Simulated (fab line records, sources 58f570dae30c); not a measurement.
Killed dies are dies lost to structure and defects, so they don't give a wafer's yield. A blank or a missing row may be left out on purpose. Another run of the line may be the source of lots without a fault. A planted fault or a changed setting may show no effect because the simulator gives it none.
Which tool did it? :: flow berkeleyCmos170 :: Sampling: 15 lots, 45 wafers, 4 of 331 route steps

== WHAT EACH GAUGE READ, for each wafer ==
UCB170_M1_THK_MEAS_02: measures by xrf. Usual: M1_AL_THK gives 596 nm (standard deviation 6).
lot: L965
measured: day 8 08:19
on: filmMetro-02
M1_AL_THK (nm): 599 595 587
flag: 

lot: L966
measured: day 8 22:53
on: filmMetro-01
M1_AL_THK (nm): 589 599 596
flag: 

lot: L967
measured: day 8 23:12
on: filmMetro-02
M1_AL_THK (nm): 590 598 594
flag: 

lot: L968
measured: day 9 21:01
on: filmMetro-01
M1_AL_THK (nm): 601 607 601
flag: 

lot: L970
measured: day 9 17:34
on: filmMetro-03
M1_AL_THK (nm): 596 589 585
flag: 

lot: L973
measured: day 9 20:41
on: filmMetro-01
M1_AL_THK (nm): 610 606 599
flag: 

lot: L971
measured: day 9 18:44
on: filmMetro-03
M1_AL_THK (nm): 589 591 590
flag: 

lot: L978
measured: day 11 07:25
on: filmMetro-02
M1_AL_THK (nm): 589 594 596
flag: 

lot: L979
measured: day 11 07:13
on: filmMetro-03
M1_AL_THK (nm): 595 589 601
flag: 

lot: L980
measured: day 11 07:36
on: filmMetro-01
M1_AL_THK (nm): 600 603 602
flag: 

lot: L981
measured: day 11 11:53
on: filmMetro-02
M1_AL_THK (nm): 595 595 588
flag: 

lot: L982
measured: day 11 22:14
on: filmMetro-01
M1_AL_THK (nm): 607 605 606
flag: 

lot: L983
measured: day 11 23:01
on: filmMetro-03
M1_AL_THK (nm): 594 591 584
flag: 

lot: L985
measured: day 12 13:05
on: filmMetro-02
M1_AL_THK (nm): 596 592 590
flag: 

lot: L986
measured: day 12 10:32
on: filmMetro-02
M1_AL_THK (nm): 585 591 590
flag: 

UCB170_M1_CD_MEAS_90: the cd target is 700 nm. Usual: cdNm reads 700.1 nm (standard deviation 2.5).
lot: L965
measured: day 8 10:00
on: cdSem-02
cdNm (nm): 702.0 696.1 702.1
flag: 

lot: L966
measured: day 9 01:05
on: cdSem-02
cdNm (nm): 696.3 692.7 695.8
flag: 

lot: L967
measured: day 9 01:23
on: cdSem-01
cdNm (nm): 704.9 704.1 705.8
flag: 

lot: L968
measured: day 9 22:44
on: cdSem-02
cdNm (nm): 701.3 699.2 702.3
flag: 

lot: L970
measured: day 9 19:58
on: cdSem-01
cdNm (nm): 699.3 700.2 700.6
flag: 

lot: L973
measured: day 9 22:30
on: cdSem-01
cdNm (nm): 700.7 702.7 702.0
flag: 

lot: L971
measured: day 9 20:49
on: cdSem-01
cdNm (nm): 698.5 697.0 699.1
flag: 

lot: L978
measured: day 11 09:10
on: cdSem-01
cdNm (nm): 700.2 698.4 698.5
flag: 

lot: L979
measured: day 11 09:07
on: cdSem-02
cdNm (nm): 700.9 700.6 701.5
flag: 

lot: L980
measured: day 11 09:23
on: cdSem-01
cdNm (nm): 699.8 701.0 699.9
flag: 

lot: L981
measured: day 11 13:14
on: cdSem-02
cdNm (nm): 698.7 700.5 698.5
flag: 

lot: L982
measured: day 12 01:25
on: cdSem-01
cdNm (nm): 700.7 700.7 700.7
flag: 

lot: L983
measured: day 12 02:19
on: cdSem-01
cdNm (nm): 701.4 701.0 702.7
flag: 

lot: L985
measured: day 12 15:25
on: cdSem-02
cdNm (nm): 699.6 701.0 698.7
flag: 

lot: L986
measured: day 12 12:15
on: cdSem-02
cdNm (nm): 703.1 699.4 700.9
flag: 

== EACH LOT AND THE TOOL THAT RAN IT (in order: tool; ch and the chambers of the sampled wafers; start) ==
lot: L965
UCB170_WELLDRIVE_ANNEAL_03: furnace-04 ch 0, day 4 05:16
UCB170_M1_STRIP_13: plasmaAsher-02 ch 0,1, day 8 09:53

lot: L966
UCB170_WELLDRIVE_ANNEAL_03: furnace-01 ch 0, day 4 15:29
UCB170_M1_STRIP_13: plasmaAsher-03 ch 0,1, day 9 00:58

lot: L967
UCB170_WELLDRIVE_ANNEAL_03: furnace-01 ch 0, day 4 15:29
UCB170_M1_STRIP_13: plasmaAsher-03 ch 0,1, day 9 01:17

lot: L968
UCB170_WELLDRIVE_ANNEAL_03: furnace-04 ch 0, day 5 12:49
UCB170_M1_STRIP_13: plasmaAsher-03 ch 0,1, day 9 22:38

lot: L970
UCB170_WELLDRIVE_ANNEAL_03: furnace-04 ch 0, day 5 12:49
UCB170_M1_STRIP_13: plasmaAsher-03 ch 0,1, day 9 19:51

lot: L973
UCB170_WELLDRIVE_ANNEAL_03: furnace-04 ch 0, day 5 12:49
UCB170_M1_STRIP_13: plasmaAsher-04 ch 0,1, day 9 22:24

lot: L971
UCB170_WELLDRIVE_ANNEAL_03: furnace-02 ch 0, day 5 20:24
UCB170_M1_STRIP_13: plasmaAsher-03 ch 0,1, day 9 20:43

lot: L978
UCB170_WELLDRIVE_ANNEAL_03: furnace-04 ch 0, day 7 01:38
UCB170_M1_STRIP_13: plasmaAsher-04 ch 0,1, day 11 09:04

lot: L979
UCB170_WELLDRIVE_ANNEAL_03: furnace-04 ch 0, day 7 01:38
UCB170_M1_STRIP_13: plasmaAsher-02 ch 0,1, day 11 09:01

lot: L980
UCB170_WELLDRIVE_ANNEAL_03: furnace-04 ch 0, day 7 01:38
UCB170_M1_STRIP_13: plasmaAsher-02 ch 0,1, day 11 09:17

lot: L981
UCB170_WELLDRIVE_ANNEAL_03: furnace-01 ch 0, day 7 16:26
UCB170_M1_STRIP_13: plasmaAsher-02 ch 0,1, day 11 13:07

lot: L982
UCB170_WELLDRIVE_ANNEAL_03: furnace-01 ch 0, day 7 22:02
UCB170_M1_STRIP_13: plasmaAsher-02 ch 0,1, day 12 01:18

lot: L983
UCB170_WELLDRIVE_ANNEAL_03: furnace-01 ch 0, day 7 22:02
UCB170_M1_STRIP_13: plasmaAsher-04 ch 0,1, day 12 02:12

lot: L985
UCB170_WELLDRIVE_ANNEAL_03: furnace-02 ch 0, day 8 13:25
UCB170_M1_STRIP_13: plasmaAsher-02 ch 0,1, day 12 15:19

lot: L986
UCB170_WELLDRIVE_ANNEAL_03: furnace-02 ch 0, day 8 13:25
UCB170_M1_STRIP_13: plasmaAsher-04 ch 0,1, day 12 12:03
- UCB170_WELLDRIVE_ANNEAL_03: time 900 s.
- UCB170_M1_STRIP_13: strips in O2.

== AS READ BY THE TOOLS THEMSELVES (means over the sampled wafers that have a number; for cases with no such wafer, the mark the record gives instead) ==
UCB170_WELLDRIVE_ANNEAL_03. Usual: spikeTcCentreC 1102.7 C, standard deviation 1.2; spikeTcLoadC 1125.6 C, standard deviation 2.4; spikeTcSourceC 1124.6 C, standard deviation 2.1; zonePowerCentrePct 53.5 %, standard deviation 2; zonePowerSourcePct 40.3 %, standard deviation 2.2.
lot: L965
tool: furnace-04
spikeTcCentreC (C): 1101.8
spikeTcLoadC (C): 1124.4
spikeTcSourceC (C): 1123.0
zonePowerCentrePct (%): 54.8
zonePowerSourcePct (%): 39.1
flag: 

lot: L966
tool: furnace-01
spikeTcCentreC (C): 1102.6
spikeTcLoadC (C): 1128.9
spikeTcSourceC (C): 1127.5
zonePowerCentrePct (%): 51.3
zonePowerSourcePct (%): 39.1
flag: 

lot: L967
tool: furnace-01
spikeTcCentreC (C): 1104.5
spikeTcLoadC (C): 1128.3
spikeTcSourceC (C): 1127.7
zonePowerCentrePct (%): 51.1
zonePowerSourcePct (%): 39.3
flag: 

lot: L968
tool: furnace-04
spikeTcCentreC (C): 1101.8
spikeTcLoadC (C): 1123.4
spikeTcSourceC (C): 1123.0
zonePowerCentrePct (%): 55.2
zonePowerSourcePct (%): 39.0
flag: 

lot: L970
tool: furnace-04
spikeTcCentreC (C): 1101.7
spikeTcLoadC (C): 1124.8
spikeTcSourceC (C): 1124.0
zonePowerCentrePct (%): 55.4
zonePowerSourcePct (%): 39.0
flag: 

lot: L973
tool: furnace-04
spikeTcCentreC (C): 1102.5
spikeTcLoadC (C): 1123.8
spikeTcSourceC (C): 1123.6
zonePowerCentrePct (%): 55.9
zonePowerSourcePct (%): 38.8
flag: 

lot: L971
tool: furnace-02
spikeTcCentreC (C): 1102.1
spikeTcLoadC (C): 1125.1
spikeTcSourceC (C): 1123.8
zonePowerCentrePct (%): 51.9
zonePowerSourcePct (%): 45.0
flag: 

lot: L978
tool: furnace-04
spikeTcCentreC (C): 1062.9
spikeTcLoadC (C): 1083.1
spikeTcSourceC (C): 1082.2
zonePowerCentrePct (%): 52.8
zonePowerSourcePct (%): 35.8
flag: OFF

lot: L979
tool: furnace-04
spikeTcCentreC (C): 1061.7
spikeTcLoadC (C): 1083.9
spikeTcSourceC (C): 1082.5
zonePowerCentrePct (%): 53.0
zonePowerSourcePct (%): 35.8
flag: OFF

lot: L980
tool: furnace-04
spikeTcCentreC (C): 1061.7
spikeTcLoadC (C): 1083.0
spikeTcSourceC (C): 1082.6
zonePowerCentrePct (%): 52.8
zonePowerSourcePct (%): 36.0
flag: OFF

lot: L981
tool: furnace-01
spikeTcCentreC (C): 1103.3
spikeTcLoadC (C): 1128.8
spikeTcSourceC (C): 1127.6
zonePowerCentrePct (%): 51.8
zonePowerSourcePct (%): 39.7
flag: 

lot: L982
tool: furnace-01
spikeTcCentreC (C): 1103.0
spikeTcLoadC (C): 1129.2
spikeTcSourceC (C): 1126.9
zonePowerCentrePct (%): 51.4
zonePowerSourcePct (%): 39.0
flag: 

lot: L983
tool: furnace-01
spikeTcCentreC (C): 1103.1
spikeTcLoadC (C): 1129.6
spikeTcSourceC (C): 1127.1
zonePowerCentrePct (%): 51.4
zonePowerSourcePct (%): 39.0
flag: 

lot: L985
tool: furnace-02
spikeTcCentreC (C): 1102.0
spikeTcLoadC (C): 1123.5
spikeTcSourceC (C): 1124.1
zonePowerCentrePct (%): 51.9
zonePowerSourcePct (%): 45.1
flag: 

lot: L986
tool: furnace-02
spikeTcCentreC (C): 1102.8
spikeTcLoadC (C): 1124.9
spikeTcSourceC (C): 1124.0
zonePowerCentrePct (%): 52.0
zonePowerSourcePct (%): 44.2
flag: 

UCB170_M1_STRIP_13. Usual: drypumpMotorCurrentA 6.0 A, standard deviation 0.45; o2FlowSccm 400.2 sccm, standard deviation 1.3; oesProductAu 0.721 a.u., standard deviation 0.0042.
lot: L965
tool: plasmaAsher-02
drypumpMotorCurrentA (A): 6.1
o2FlowSccm (sccm): 399.1
oesProductAu (a.u.): 0.721
flag: 

lot: L966
tool: plasmaAsher-03
drypumpMotorCurrentA (A): 5.5
o2FlowSccm (sccm): 400.7
oesProductAu (a.u.): 0.721
flag: 

lot: L967
tool: plasmaAsher-03
drypumpMotorCurrentA (A): 5.5
o2FlowSccm (sccm): 399.8
oesProductAu (a.u.): 0.717
flag: 

lot: L968
tool: plasmaAsher-03
drypumpMotorCurrentA (A): 5.4
o2FlowSccm (sccm): 399.4
oesProductAu (a.u.): 0.721
flag: 

lot: L970
tool: plasmaAsher-03
drypumpMotorCurrentA (A): 5.4
o2FlowSccm (sccm): 401.7
oesProductAu (a.u.): 0.717
flag: 

lot: L973
tool: plasmaAsher-04
drypumpMotorCurrentA (A): 6.4
o2FlowSccm (sccm): 400.0
oesProductAu (a.u.): 0.719
flag: 

lot: L971
tool: plasmaAsher-03
drypumpMotorCurrentA (A): 5.4
o2FlowSccm (sccm): 398.7
oesProductAu (a.u.): 0.724
flag: 

lot: L978
tool: plasmaAsher-04
drypumpMotorCurrentA (A): 6.3
o2FlowSccm (sccm): 400.8
oesProductAu (a.u.): 0.726
flag: 

lot: L979
tool: plasmaAsher-02
drypumpMotorCurrentA (A): 6.1
o2FlowSccm (sccm): 400.8
oesProductAu (a.u.): 0.719
flag: 

lot: L980
tool: plasmaAsher-02
drypumpMotorCurrentA (A): 6.1
o2FlowSccm (sccm): 399.5
oesProductAu (a.u.): 0.726
flag: 

lot: L981
tool: plasmaAsher-02
drypumpMotorCurrentA (A): 6.2
o2FlowSccm (sccm): 400.3
oesProductAu (a.u.): 0.722
flag: 

lot: L982
tool: plasmaAsher-02
drypumpMotorCurrentA (A): 6.1
o2FlowSccm (sccm): 401.3
oesProductAu (a.u.): 0.720
flag: 

lot: L983
tool: plasmaAsher-04
drypumpMotorCurrentA (A): 6.4
o2FlowSccm (sccm): 399.0
oesProductAu (a.u.): 0.720
flag: 

lot: L985
tool: plasmaAsher-02
drypumpMotorCurrentA (A): 6.1
o2FlowSccm (sccm): 401.5
oesProductAu (a.u.): 0.720
flag: 

lot: L986
tool: plasmaAsher-04
drypumpMotorCurrentA (A): 6.3
o2FlowSccm (sccm): 401.4
oesProductAu (a.u.): 0.718
flag: 

== THE ANSWER, worked out from the rows above alone ==
Rule: a lot is off if the mean of its wafers that have a number lies more than 3 standard deviations from the usual mean. Also off: a lot with no number at a reading for which 4 or more lots have one. All remaining lots with rows at the step are treated as sound. After the gauges, taken in route order, come the tools' own readings; for these a lot's mean is taken, as printed above. At the first step where some lot is off, the reading lying furthest off is the one used; lots without a number count as furthest.
Off, at UCB170_WELLDRIVE_ANNEAL_03 on spikeTcCentreC: L978, L979, L980.
A tool fits if, at that step or a process step before it, it ran every lot that is off, and no sound lot after the first of them. One fits: UCB170_WELLDRIVE_ANNEAL_03 on furnace-04. Its last sound lot is L968 (day 5 12:49), its first lot that is off L978 (day 7 01:38): a fault that began between those two fits.
The tool's own readings at UCB170_WELLDRIVE_ANNEAL_03 bear it out: on the lots that are off they differ by more than 5 times the standard deviation of the sound lots' means. spikeTcCentreC reads 1062.1 C there against 1102.6 C on the sound lots; spikeTcLoadC reads 1083.3 C there against 1126.2 C on the sound lots; spikeTcSourceC reads 1082.4 C there against 1125.2 C on the sound lots.

== WHAT HAD BEEN PUT IN BY THE SIMULATOR ==
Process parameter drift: furnace-04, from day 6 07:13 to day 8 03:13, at UCB170_WELLDRIVE_ANNEAL_03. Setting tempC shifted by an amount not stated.
Shown lots that were struck: L979, L978, L980. The same result came from the rule above.
